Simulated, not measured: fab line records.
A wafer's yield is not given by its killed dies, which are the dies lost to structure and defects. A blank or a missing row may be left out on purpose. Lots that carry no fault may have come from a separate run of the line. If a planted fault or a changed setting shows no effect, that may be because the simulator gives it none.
fab line records -- flow berkeley-cmos170 -- part 1 of 2: steps 1 to 24 of 35
record: lots: 5, wafers: 15, last-day: 13
route steps=331 shown CONTACT@230 M1@238 V1@254
lots that met no fault: from a run of the same line without faults
start-h: hours from the record's first day to the start of the lot's first wafer shown -- wait-h: how many hours have passed since the lot's step before this one -- " the same as in the row above -- L1.1+2: one row covering several wafers at once -- - value missing, or start not given -- * or withheld: withheld -- < > ~ a bound
route shown NAME@n: a module of which the file shows steps, and the number in the route of the first -- usual: mean/standard deviation of fault-free wafers -- same: alike in all rows -- chamber/n: place in a boat -- sites: each site's reading -- _std_site: the values' standard deviation -- _edge_site: mean of outer sites minus mean of inner sites -- radius-mm: for every site, how far away it sits from the centre of the wafer -- mask NAME#n: copy n -- behind: tool/chamber where the wafer was last shaped -- hold: reason for holding the lot/hours on hold/outcome of the hold -- device: transistor that didn't switch, given as n, p or np -- end of line: tests of these same wafers at the route's end -- for a step that has no rows: nothing shown but its recipe -- killed: not the wafer's yield, but the dies lost to structure and defects at the first sort -- map: shows each die of a wafer: x if killed, . if not, _ if none is there
set.NAME: the setting that was run; set.NAME@STEP: the one run at that earlier step -- model.NAME: the simulator's own value behind a step, which no gauge read
lots seen at some steps along the route; tables by step, rows by wafer
services: when a tool's chamber went out of use (start-h, in hours from the record's first day, below 0 if earlier), for how many hours, and the reason
== steps ==
step: UCB170_CONTACT_DEVELOP_14
recipe: developer: TMAH, develop-time-s: 45, resist: KrF, dev-temp-c: 21
usual: resist-line-temp-C: 23.00/0.1
lot.wafer,tool,chamber,start-h,wait-h,resist-line-temp-C
L075.4,litho-track-01,0,-,-,22.83
L075.5,litho-track-01,0,-,-,23.03
L075.6,litho-track-01,0,-,-,23.01
L085.3,litho-track-03,0,-,-,23.02
L085.4,litho-track-03,0,-,-,23.02
L085.5,litho-track-03,0,-,-,23.07
L087.3,litho-track-04,0,-,-,23.07
L087.4,litho-track-04,0,-,-,23.07
L087.5,litho-track-04,0,-,-,23.14
L094.2,litho-track-04,0,-,-,23.20
L094.3,litho-track-04,0,-,-,23.17
L094.5,litho-track-04,0,-,-,22.97
L096.1,litho-track-04,0,-,-,23.03
L096.5,litho-track-04,0,-,-,23.05
L096.6,litho-track-04,0,-,-,23.05
step: UCB170_CONTACT_CD_MEAS_15
recipe: target-cd-nm: 700
usual: cd-nm: 700.0/1.3
lot.wafer,tool,chamber,start-h,wait-h,cd-nm
L075.4,cd-sem-02,-,185.98,-,699.4
L075.5,cd-sem-02,-,185.98,-,699.6
L075.6,cd-sem-02,-,185.98,-,698.5
L085.3,cd-sem-01,-,229.47,-,700.2
L085.4,cd-sem-01,-,229.47,-,701.8
L085.5,cd-sem-01,-,229.47,-,700.5
L087.3,cd-sem-01,-,246.35,-,698.4
L087.4,cd-sem-01,-,246.35,-,698.4
L087.5,cd-sem-01,-,246.35,-,697.3
L094.2,cd-sem-01,-,282.80,-,702.4
L094.3,cd-sem-01,-,282.80,-,700.4
L094.5,cd-sem-01,-,282.80,-,700.0
L096.1,cd-sem-01,-,283.05,-,699.4
L096.5,cd-sem-01,-,283.05,-,701.1
L096.6,cd-sem-01,-,283.05,-,699.8
step: UCB170_CONTACT_OVL_MEAS_16
usual: CONTACT_OVL: 1/5.1
lot.wafer,tool,chamber,start-h,wait-h,CONTACT_OVL[nm]
L075.4,overlay-02,-,186.06,0.1,4
L075.5,overlay-02,-,186.06,0.1,4
L075.6,overlay-02,-,186.06,0.1,-2
L085.3,overlay-02,-,229.56,0.1,-4
L085.4,overlay-02,-,229.56,0.1,-2
L085.5,overlay-02,-,229.56,0.1,-4
L087.3,overlay-02,-,246.44,0.1,1
L087.4,overlay-02,-,246.44,0.1,6
L087.5,overlay-02,-,246.44,0.1,7
L094.2,overlay-01,-,282.90,0.1,8
L094.3,overlay-01,-,282.90,0.1,-6
L094.5,overlay-01,-,282.90,0.1,1
L096.1,overlay-01,-,283.17,0.1,4
L096.5,overlay-01,-,283.17,0.1,-2
L096.6,overlay-01,-,283.17,0.1,-2
step: UCB170_CONTACT_ETCH_17
recipe: chemistry: N2/H2, target-depth-a: withheld, overetch-a: withheld, target: BARC, time-s: withheld, source-w: 500, bias-w: 100, pressure-mtorr: 30, n2-flow-sccm: 100, h2-flow-sccm: 200
usual: drypump-motor-current-A: 5.9/0.61, h2-flow-sccm: 200.0/0.61, oes-product-au: 1.006/0.021, throttle-valve-pct: 13.36/0.2
lot.wafer,tool,chamber,start-h,wait-h,drypump-motor-current-A,h2-flow-sccm,oes-product-au,throttle-valve-pct
L075.4,rie-diel-02,2,186.08,0.0,6.2,200.9,1.000,13.42
L075.5,rie-diel-02,0,186.08,0.0,5.8,199.4,1.034,13.41
L075.6,rie-diel-02,3,186.08,0.0,6.5,199.2,0.979,13.13
L085.3,rie-diel-01,2,229.58,0.0,5.8,200.2,1.029,13.60
L085.4,rie-diel-01,3,229.58,0.0,6.2,201.4,1.044,13.50
L085.5,rie-diel-01,3,229.58,0.0,6.2,200.0,1.040,13.50
L087.3,rie-diel-03,2,246.47,0.0,5.1,199.8,0.998,13.06
L087.4,rie-diel-03,1,246.47,0.0,5.3,200.0,0.995,13.49
L087.5,rie-diel-03,3,246.47,0.0,6.4,200.3,1.010,13.22
L094.2,rie-diel-01,3,282.93,0.0,6.2,201.1,1.031,13.52
L094.3,rie-diel-01,1,282.93,0.0,4.8,200.3,0.973,13.48
L094.5,rie-diel-01,3,282.93,0.0,6.2,201.1,1.030,13.51
L096.1,rie-diel-03,3,283.21,0.0,6.4,199.5,1.025,13.21
L096.5,rie-diel-03,1,283.21,0.0,5.2,198.6,0.992,13.49
L096.6,rie-diel-03,2,283.21,0.0,5.0,201.5,1.001,13.07
step: UCB170_CONTACT_ETCH_18
recipe: chemistry: CHF3/CF4/Ar, target: PSG, stop-on: TiSi2, CHF3_flow_sccm: 45, cf4-flow-sccm: 15, Ar_flow_sccm: 150, pressure-mtorr: 200, rf-w: 700, target-depth-a: 8400, over-etch-frac: 0.2, time-s: 195
usual: drypump-motor-current-A: 5.9/0.61, oes-product-au: 0.899/0.012, throttle-valve-pct: 6.98/0.13
same: time-s: 195
lot.wafer,tool,chamber,start-h,wait-h,drypump-motor-current-A,oes-product-au,rf-hours-counter-h,throttle-valve-pct
L075.4,rie-diel-02,2,-,-,6.2,0.917,133,7.01
L075.5,rie-diel-02,0,-,-,5.9,0.913,-,6.99
L075.6,rie-diel-02,3,-,-,6.5,0.899,-,6.78
L085.3,rie-diel-01,2,-,-,5.8,0.913,95,7.16
L085.4,rie-diel-01,3,-,-,6.1,0.901,65,6.97
L085.5,rie-diel-01,3,-,-,6.1,0.904,-,6.99
L087.3,rie-diel-03,2,-,-,5.0,0.904,2,6.79
L087.4,rie-diel-03,1,-,-,5.2,0.899,9,7.11
L087.5,rie-diel-03,3,-,-,6.4,0.922,-,6.84
L094.2,rie-diel-01,3,-,-,6.2,0.911,67,6.98
L094.3,rie-diel-01,1,-,-,4.9,0.902,40,7.04
L094.5,rie-diel-01,3,-,-,6.2,0.906,-,6.97
L096.1,rie-diel-03,3,-,-,6.4,0.913,41,6.83
L096.5,rie-diel-03,1,-,-,5.2,0.894,-,7.11
L096.6,rie-diel-03,2,-,-,5.1,0.902,-,6.79
step: UCB170_CONTACT_STRIP_19
recipe: chemistry: O2, power-w: 400, pressure-mtorr: 3500, platen-temp-c: withheld, o2-flow-sccm: 400, overash-fraction: 0.5
usual: drypump-motor-current-A: 5.5/0.32, oes-product-au: 0.725/0.0046
lot.wafer,tool,chamber,start-h,wait-h,drypump-motor-current-A,oes-product-au,rf-hours-counter-h
L075.4,plasma-asher-03,1,186.28,-,5.4,0.724,-
L075.5,plasma-asher-03,0,186.28,-,5.9,0.728,-
L075.6,plasma-asher-03,1,186.28,-,5.4,0.726,-
L085.3,plasma-asher-03,1,229.78,-,5.4,0.721,-
L085.4,plasma-asher-03,0,229.78,-,5.9,0.721,-
L085.5,plasma-asher-03,1,229.78,-,5.4,0.732,-
L087.3,plasma-asher-04,1,246.67,-,5.4,0.724,-
L087.4,plasma-asher-04,0,246.67,-,5.1,0.730,-
L087.5,plasma-asher-04,1,246.67,-,5.4,0.727,-
L094.2,plasma-asher-02,1,283.10,-,5.7,0.733,18
L094.3,plasma-asher-02,1,283.10,-,5.7,0.726,-
L094.5,plasma-asher-02,1,283.10,-,5.7,0.731,-
L096.1,plasma-asher-03,1,283.38,-,5.4,0.724,57
L096.5,plasma-asher-03,1,283.38,-,5.4,0.719,-
L096.6,plasma-asher-03,0,283.38,-,5.9,0.728,-
step: UCB170_CONTACT_CD_MEAS_90
recipe: target-cd-nm: 700
usual: cd-nm: 700.2/1.7
lot.wafer,tool,chamber,start-h,wait-h,cd-nm
L075.4,cd-sem-02,-,186.41,0.1,699.5
L075.5,cd-sem-02,-,186.41,0.1,701.3
L075.6,cd-sem-02,-,186.41,0.1,697.7
L085.3,cd-sem-01,-,229.89,0.1,701.4
L085.4,cd-sem-01,-,229.89,0.1,702.2
L085.5,cd-sem-01,-,229.89,0.1,701.7
L087.3,cd-sem-02,-,246.77,0.1,699.1
L087.4,cd-sem-02,-,246.77,0.1,698.1
L087.5,cd-sem-02,-,246.77,0.1,697.0
L094.2,cd-sem-02,-,283.22,0.1,702.9
L094.3,cd-sem-02,-,283.22,0.1,699.6
L094.5,cd-sem-02,-,283.22,0.1,700.8
L096.1,cd-sem-01,-,283.48,0.1,699.5
L096.5,cd-sem-01,-,283.48,0.1,701.3
L096.6,cd-sem-01,-,283.48,0.1,699.6
step: UCB170_CONTACT_CLEAN_20
recipe: chemistry: SPM, temp-c: 120, time-s: 600
usual: bath-heat-duty-pct: 12.9/1.2
same: time-s: 600
lot.wafer,tool,chamber,start-h,wait-h,bath-heat-duty-pct
L075.4,wet-bench-03,2,186.48,0.1,13.0
L075.5,wet-bench-03,2,186.48,0.1,12.9
L075.6,wet-bench-03,2,186.48,0.1,11.5
L085.3,wet-bench-02,1,229.97,0.1,12.4
L085.4,wet-bench-02,1,229.97,0.1,11.1
L085.5,wet-bench-02,1,229.97,0.1,12.5
L087.3,wet-bench-03,2,246.90,0.1,12.5
L087.4,wet-bench-03,2,246.90,0.1,13.9
L087.5,wet-bench-03,2,246.90,0.1,12.3
L094.2,wet-bench-03,0,283.32,0.1,11.8
L094.3,wet-bench-03,0,283.32,0.1,12.8
L094.5,wet-bench-03,0,283.32,0.1,11.8
L096.1,wet-bench-03,2,283.60,0.1,12.7
L096.5,wet-bench-03,2,283.60,0.1,12.4
L096.6,wet-bench-03,2,283.60,0.1,11.7
step: UCB170_M1_SPUTTER_00
recipe: material: Al, target-thk-nm: 600, time-s: 80, power-w: 6000, chamber-pressure-pa: 0.5
usual: throttle-valve-pct: 30.1/1.3
same: time-s: 80
lot.wafer,tool,chamber,start-h,wait-h,throttle-valve-pct
L075.4,pvd-sputter-01,-,186.67,0.0,30.6
L075.5,pvd-sputter-01,-,186.67,0.0,29.9
L075.6,pvd-sputter-01,-,186.67,0.0,27.7
L085.3,pvd-sputter-03,-,230.14,0.0,32.0
L085.4,pvd-sputter-03,-,230.14,0.0,30.0
L085.5,pvd-sputter-03,-,230.14,0.0,30.2
L087.3,pvd-sputter-03,-,247.09,0.0,31.1
L087.4,pvd-sputter-03,-,247.09,0.0,28.2
L087.5,pvd-sputter-03,-,247.09,0.0,31.9
L094.2,pvd-sputter-02,-,283.50,0.0,29.6
L094.3,pvd-sputter-02,-,283.50,0.0,31.4
L094.5,pvd-sputter-02,-,283.50,0.0,29.6
L096.1,pvd-sputter-03,-,283.77,0.0,28.1
L096.5,pvd-sputter-03,-,283.77,0.0,31.9
L096.6,pvd-sputter-03,-,283.77,0.0,27.9
step: UCB170_M1_RS_MEAS_01
recipe: thk-meas-gauge: four-point-probe, reads: Al_of_M1_SPUTTER_00
usual: M1_AL_RS: 0.0483/0.00057
lot.wafer,tool,chamber,start-h,wait-h,M1_AL_RS[ohm/sq]
L075.4,film-metro-01,-,186.79,0.1,0.0485
L075.5,film-metro-01,-,186.79,0.1,0.0479
L075.6,film-metro-01,-,186.79,0.1,0.0480
L085.3,film-metro-01,-,230.25,0.1,0.0489
L085.4,film-metro-01,-,230.25,0.1,0.0483
L085.5,film-metro-01,-,230.25,0.1,0.0482
L087.3,film-metro-03,-,247.20,0.1,0.0486
L087.4,film-metro-03,-,247.20,0.1,0.0483
L087.5,film-metro-03,-,247.20,0.1,0.0485
L094.2,film-metro-02,-,283.58,0.1,0.0471
L094.3,film-metro-02,-,283.58,0.1,0.0480
L094.5,film-metro-02,-,283.58,0.1,0.0476
L096.1,film-metro-03,-,283.86,0.1,0.0477
L096.5,film-metro-03,-,283.86,0.1,0.0475
L096.6,film-metro-03,-,283.86,0.1,0.0473
step: UCB170_M1_THK_MEAS_02
recipe: thk-meas-gauge: xrf, reads: Al_of_M1_SPUTTER_00
usual: M1_AL_THK: 594/7.4
lot.wafer,tool,chamber,start-h,wait-h,M1_AL_THK[nm]
L075.4,film-metro-01,-,186.88,0.1,586
L075.5,film-metro-01,-,186.88,0.1,596
L075.6,film-metro-01,-,186.88,0.1,594
L085.3,film-metro-01,-,230.35,0.1,585
L085.4,film-metro-01,-,230.35,0.1,591
L085.5,film-metro-01,-,230.35,0.1,593
L087.3,film-metro-03,-,247.30,0.1,598
L087.4,film-metro-03,-,247.30,0.1,601
L087.5,film-metro-03,-,247.30,0.1,596
L094.2,film-metro-02,-,283.69,0.1,607
L094.3,film-metro-02,-,283.69,0.1,593
L094.5,film-metro-02,-,283.69,0.1,599
L096.1,film-metro-03,-,283.98,0.1,608
L096.5,film-metro-03,-,283.98,0.1,614
L096.6,film-metro-03,-,283.98,0.1,614
step: UCB170_M1_COAT_03
recipe: resist: BARC, temp-c: withheld, time-s: withheld, spin-rpm: 3000, resist-thk-nm: withheld
usual: resist-line-temp-C: *
lot.wafer,tool,chamber,start-h,wait-h,resist-line-temp-C
L075.4,litho-track-03,0,187.03,0.1,*
L075.5,litho-track-03,0,187.03,0.1,*
L075.6,litho-track-03,0,187.03,0.1,*
L085.3,litho-track-02,0,230.65,0.3,*
L085.4,litho-track-02,0,230.65,0.3,*
L085.5,litho-track-02,0,230.65,0.3,*
L087.3,litho-track-02,0,247.39,0.1,*
L087.4,litho-track-02,0,247.39,0.1,*
L087.5,litho-track-02,0,247.39,0.1,*
L094.2,litho-track-01,0,283.94,0.2,*
L094.3,litho-track-01,0,283.94,0.2,*
L094.5,litho-track-01,0,283.94,0.2,*
L096.1,litho-track-01,0,284.82,0.8,*
L096.5,litho-track-01,0,284.82,0.8,*
L096.6,litho-track-01,0,284.82,0.8,*
step: UCB170_M1_COAT_04
recipe: resist: KrF, spin-rpm: 1500, resist-thk-nm: 900
usual: resist-line-temp-C: 23.01/0.099
lot.wafer,tool,chamber,start-h,wait-h,resist-line-temp-C
L075.4,litho-track-03,0,-,-,23.08
L075.5,litho-track-03,0,-,-,23.10
L075.6,litho-track-03,0,-,-,23.17
L085.3,litho-track-02,0,-,-,23.11
L085.4,litho-track-02,0,-,-,23.19
L085.5,litho-track-02,0,-,-,23.15
L087.3,litho-track-02,0,-,-,22.93
L087.4,litho-track-02,0,-,-,23.13
L087.5,litho-track-02,0,-,-,22.83
L094.2,litho-track-01,0,-,-,23.08
L094.3,litho-track-01,0,-,-,23.05
L094.5,litho-track-01,0,-,-,22.85
L096.1,litho-track-01,0,-,-,23.21
L096.5,litho-track-01,0,-,-,22.92
L096.6,litho-track-01,0,-,-,22.98
step: UCB170_M1_SOFTBAKE_05
recipe: resist: KrF, temp-c: 130, time-s: 60
usual: resist-line-temp-C: 23.00/0.11
same: time-s: 60
lot.wafer,tool,chamber,start-h,wait-h,resist-line-temp-C
L075.4,litho-track-03,0,-,-,23.05
L075.5,litho-track-03,0,-,-,22.87
L075.6,litho-track-03,0,-,-,23.01
L085.3,litho-track-02,0,-,-,23.09
L085.4,litho-track-02,0,-,-,22.76
L085.5,litho-track-02,0,-,-,22.92
L087.3,litho-track-02,0,-,-,23.07
L087.4,litho-track-02,0,-,-,22.87
L087.5,litho-track-02,0,-,-,22.92
L094.2,litho-track-01,0,-,-,23.13
L094.3,litho-track-01,0,-,-,23.08
L094.5,litho-track-01,0,-,-,23.14
L096.1,litho-track-01,0,-,-,23.06
L096.5,litho-track-01,0,-,-,23.04
L096.6,litho-track-01,0,-,-,22.93
step: UCB170_M1_EXPOSE_06
recipe: mask-id: METAL1, target-cd-nm: 700, na: 0.5, sigma-outer: 0.6, source-shape: conventional, dose-mj: 21
lot.wafer,tool,chamber,start-h,wait-h,mask
L075.4+5+6,krf-scanner-02,0,187.47,-,METAL1#0
L085.3+4+5,krf-scanner-01,0,231.09,-,METAL1#0
L087.3+4+5,krf-scanner-01,0,247.83,-,METAL1#0
L094.2+3+5,krf-scanner-01,0,-,-,METAL1#0
L096.1+5+6,krf-scanner-01,0,285.27,-,METAL1#0
step: UCB170_M1_PEB_07
recipe: peb-temp-c: 130, peb-time-s: withheld, resist: KrF
usual: resist-line-temp-C: 22.99/0.11
lot.wafer,tool,chamber,start-h,wait-h,resist-line-temp-C
L075.4,litho-track-02,0,187.64,0.2,23.05
L075.5,litho-track-02,0,187.64,0.2,22.94
L075.6,litho-track-02,0,187.64,0.2,23.10
L085.3,litho-track-03,0,231.38,0.3,23.22
L085.4,litho-track-03,0,231.38,0.3,23.05
L085.5,litho-track-03,0,231.38,0.3,23.18
L087.3,litho-track-02,0,247.95,0.1,22.87
L087.4,litho-track-02,0,247.95,0.1,23.07
L087.5,litho-track-02,0,247.95,0.1,22.97
L094.2,litho-track-02,0,-,-,22.96
L094.3,litho-track-02,0,-,-,22.88
L094.5,litho-track-02,0,-,-,23.04
L096.1,litho-track-01,0,286.27,1.0,22.88
L096.5,litho-track-01,0,286.27,1.0,23.04
L096.6,litho-track-01,0,286.27,1.0,23.09
step: UCB170_M1_DEVELOP_08
recipe: developer: TMAH, develop-time-s: 45, resist: KrF, dev-temp-c: 21
usual: resist-line-temp-C: 23.01/0.11
lot.wafer,tool,chamber,start-h,wait-h,resist-line-temp-C
L075.4,litho-track-02,0,-,-,23.07
L075.5,litho-track-02,0,-,-,22.95
L075.6,litho-track-02,0,-,-,22.98
L085.3,litho-track-03,0,-,-,23.03
L085.4,litho-track-03,0,-,-,23.12
L085.5,litho-track-03,0,-,-,22.98
L087.3,litho-track-02,0,-,-,22.98
L087.4,litho-track-02,0,-,-,23.09
L087.5,litho-track-02,0,-,-,23.11
L094.2,litho-track-02,0,-,-,23.04
L094.3,litho-track-02,0,-,-,23.11
L094.5,litho-track-02,0,-,-,23.00
L096.1,litho-track-01,0,-,-,23.14
L096.5,litho-track-01,0,-,-,22.98
L096.6,litho-track-01,0,-,-,22.98
step: UCB170_M1_CD_MEAS_09
recipe: target-cd-nm: 700
usual: cd-nm: 700.2/1.2
lot.wafer,tool,chamber,start-h,wait-h,cd-nm
L075.4,cd-sem-01,-,187.90,-,701.5
L075.5,cd-sem-01,-,187.90,-,700.3
L075.6,cd-sem-01,-,187.90,-,702.4
L085.3,cd-sem-01,-,231.66,-,700.1
L085.4,cd-sem-01,-,231.66,-,699.8
L085.5,cd-sem-01,-,231.66,-,700.3
L087.3,cd-sem-02,-,248.22,-,699.9
L087.4,cd-sem-02,-,248.22,-,697.9
L087.5,cd-sem-02,-,248.22,-,699.6
L094.2,cd-sem-01,-,286.18,-,698.9
L094.3,cd-sem-01,-,286.18,-,699.9
L094.5,cd-sem-01,-,286.18,-,699.6
L096.1,cd-sem-02,-,286.55,-,700.8
L096.5,cd-sem-02,-,286.55,-,700.5
L096.6,cd-sem-02,-,286.55,-,699.9
step: UCB170_M1_OVL_MEAS_10
usual: M1_OVL: 1/5.2
lot.wafer,tool,chamber,start-h,wait-h,M1_OVL[nm]
L075.4,overlay-02,-,187.98,0.1,7
L075.5,overlay-02,-,187.98,0.1,1
L075.6,overlay-02,-,187.98,0.1,3
L085.3,overlay-01,-,231.76,0.1,-1
L085.4,overlay-01,-,231.76,0.1,-1
L085.5,overlay-01,-,231.76,0.1,-1
L087.3,overlay-02,-,248.31,0.1,6
L087.4,overlay-02,-,248.31,0.1,3
L087.5,overlay-02,-,248.31,0.1,0
L094.2,overlay-01,-,286.31,0.1,-8
L094.3,overlay-01,-,286.31,0.1,-6
L094.5,overlay-01,-,286.31,0.1,0
L096.1,overlay-01,-,286.67,0.1,-2
L096.5,overlay-01,-,286.67,0.1,3
L096.6,overlay-01,-,286.67,0.1,3
step: UCB170_M1_ETCH_11
recipe: chemistry: N2/H2, target-depth-a: withheld, overetch-a: withheld, target: BARC, time-s: withheld, source-w: 500, bias-w: 100, pressure-mtorr: 30, n2-flow-sccm: 100, h2-flow-sccm: 200
usual: drypump-motor-current-A: 6.0/0.55, h2-flow-sccm: 199.8/0.57, oes-product-au: 1.007/0.022, throttle-valve-pct: 13.26/0.17
lot.wafer,tool,chamber,start-h,wait-h,drypump-motor-current-A,h2-flow-sccm,oes-product-au,throttle-valve-pct
L075.4,rie-diel-03,2,188.00,0.0,5.1,199.8,0.972,13.03
L075.5,rie-diel-03,3,188.00,0.0,6.4,200.4,1.018,13.21
L075.6,rie-diel-03,0,188.00,0.0,6.3,200.0,0.994,13.02
L085.3,rie-diel-04,3,231.78,0.0,5.3,200.3,1.043,13.04
L085.4,rie-diel-04,1,231.78,0.0,5.5,199.6,1.044,13.22
L085.5,rie-diel-04,2,231.78,0.0,6.6,199.3,1.005,13.52
L087.3,rie-diel-03,2,248.34,0.0,5.0,200.9,1.002,13.05
L087.4,rie-diel-03,0,248.34,0.0,6.3,200.7,0.998,13.03
L087.5,rie-diel-03,0,248.34,0.0,6.3,199.2,0.988,13.03
L094.2,rie-diel-03,2,286.34,0.0,5.0,200.3,1.003,13.05
L094.3,rie-diel-03,3,286.34,0.0,6.4,199.4,1.017,13.22
L094.5,rie-diel-03,3,286.34,0.0,6.4,199.9,1.031,13.20
L096.1,rie-diel-03,3,286.71,0.0,6.4,199.1,1.007,13.21
L096.5,rie-diel-03,2,286.71,0.0,5.0,198.8,1.000,13.04
L096.6,rie-diel-03,3,286.71,0.0,6.4,199.3,1.014,13.21
step: UCB170_M1_METAL_ETCH_12
recipe: chemistry: Cl2/BCl3, target: Al, stop-on: PSG, pressure-mtorr: 12, target-depth-a: 7800, over-etch-frac: 0.3, time-s: 130, icp-w: 600, bias-w: 120, Cl2_flow_sccm: 90, bcl3-flow-sccm: 45
usual: bcl3-flow-sccm: 45.00/0.14, drypump-motor-current-A: 5.6/0.32, oes-product-au: 0.850/0.012, throttle-valve-pct: 24.21/0.23
same: time-s: 130
lot.wafer,tool,chamber,start-h,wait-h,bcl3-flow-sccm,drypump-motor-current-A,oes-product-au,rf-hours-counter-h,throttle-valve-pct
L075.4,rie-metal-04,1,188.08,-,45.07,6.1,0.843,-,24.27
L075.5,rie-metal-04,0,188.08,-,44.94,5.5,0.858,-,24.14
L075.6,rie-metal-04,1,188.08,-,45.20,6.1,0.848,-,24.27
L085.3,rie-metal-02,1,231.87,-,44.85,5.4,0.826,-,24.63
L085.4,rie-metal-02,0,231.87,-,45.08,5.4,0.864,-,24.05
L085.5,rie-metal-02,1,231.87,-,45.04,5.4,0.846,-,24.62
L087.3,rie-metal-01,0,248.42,-,45.13,5.2,0.861,-,24.30
L087.4,rie-metal-01,1,248.42,-,45.17,5.7,0.856,-,23.90
L087.5,rie-metal-01,0,248.42,-,45.06,5.2,0.853,-,24.28
L094.2,rie-metal-04,0,286.38,-,44.97,5.5,0.842,1,24.20
L094.3,rie-metal-04,0,286.38,-,44.86,5.5,0.840,-,24.19
L094.5,rie-metal-04,1,286.38,-,44.89,6.1,0.852,-,24.27
L096.1,rie-metal-01,1,286.75,-,44.93,5.7,0.862,8,23.88
L096.5,rie-metal-01,1,286.75,-,44.88,5.7,0.866,-,23.88
L096.6,rie-metal-01,0,286.75,-,44.86,5.2,0.863,-,24.28
step: UCB170_M1_STRIP_13
recipe: chemistry: O2, power-w: 400, pressure-mtorr: 3500, platen-temp-c: withheld, o2-flow-sccm: 400, overash-fraction: 0.5
usual: drypump-motor-current-A: 5.6/0.34, oes-product-au: 0.720/0.0041
lot.wafer,tool,chamber,start-h,wait-h,drypump-motor-current-A,oes-product-au,rf-hours-counter-h
L075.4,plasma-asher-04,0,188.21,0.1,5.1,0.722,-
L075.5,plasma-asher-04,0,188.21,0.1,5.1,0.727,-
L075.6,plasma-asher-04,1,188.21,0.1,5.4,0.723,-
L085.3,plasma-asher-03,0,231.99,0.1,6.0,0.720,-
L085.4,plasma-asher-03,1,231.99,0.1,5.4,0.717,-
L085.5,plasma-asher-03,1,231.99,0.1,5.4,0.724,-
L087.3,plasma-asher-03,0,248.54,0.1,6.0,0.726,-
L087.4,plasma-asher-03,1,248.54,0.1,5.4,0.727,-
L087.5,plasma-asher-03,1,248.54,0.1,5.4,0.723,-
L094.2,plasma-asher-03,1,286.52,0.1,5.4,0.723,57
L094.3,plasma-asher-03,0,286.52,0.1,6.0,0.721,-
L094.5,plasma-asher-03,0,286.52,0.1,6.0,0.720,-
L096.1,plasma-asher-03,0,286.89,0.1,6.0,0.723,57
L096.5,plasma-asher-03,1,286.89,0.1,5.4,0.714,-
L096.6,plasma-asher-03,0,286.89,0.1,6.0,0.723,-
step: UCB170_M1_CD_MEAS_90
recipe: target-cd-nm: 700
usual: cd-nm: 700.3/2.6
lot.wafer,tool,chamber,start-h,wait-h,cd-nm
L075.4,cd-sem-01,-,188.33,0.1,702.0
L075.5,cd-sem-01,-,188.33,0.1,700.9
L075.6,cd-sem-01,-,188.33,0.1,702.2
L085.3,cd-sem-02,-,232.10,0.1,699.8
L085.4,cd-sem-02,-,232.10,0.1,702.1
L085.5,cd-sem-02,-,232.10,0.1,701.5
L087.3,cd-sem-02,-,248.65,0.1,700.3
L087.4,cd-sem-02,-,248.65,0.1,701.2
L087.5,cd-sem-02,-,248.65,0.1,699.1
L094.2,cd-sem-01,-,286.64,0.1,697.5
L094.3,cd-sem-01,-,286.64,0.1,697.7
L094.5,cd-sem-01,-,286.64,0.1,699.2
L096.1,cd-sem-01,-,287.01,0.1,702.1
L096.5,cd-sem-01,-,287.01,0.1,703.6
L096.6,cd-sem-01,-,287.01,0.1,696.3
step: UCB170_M1_ANNEAL_14
recipe: temp-c: 400, time-s: 1200, ambient: forming-gas
same: time-s: 1200
lot.wafer,tool,chamber,start-h,wait-h
L075.4+5+6,furnace-03,0,188.84,0.5
L085.3+4+5,furnace-03,0,232.96,0.8
L087.3+4+5,furnace-03,0,248.73,0.1
L094.2+3+5,furnace-03,0,287.03,0.4
L096.1+5+6,furnace-03,0,288.36,1.3
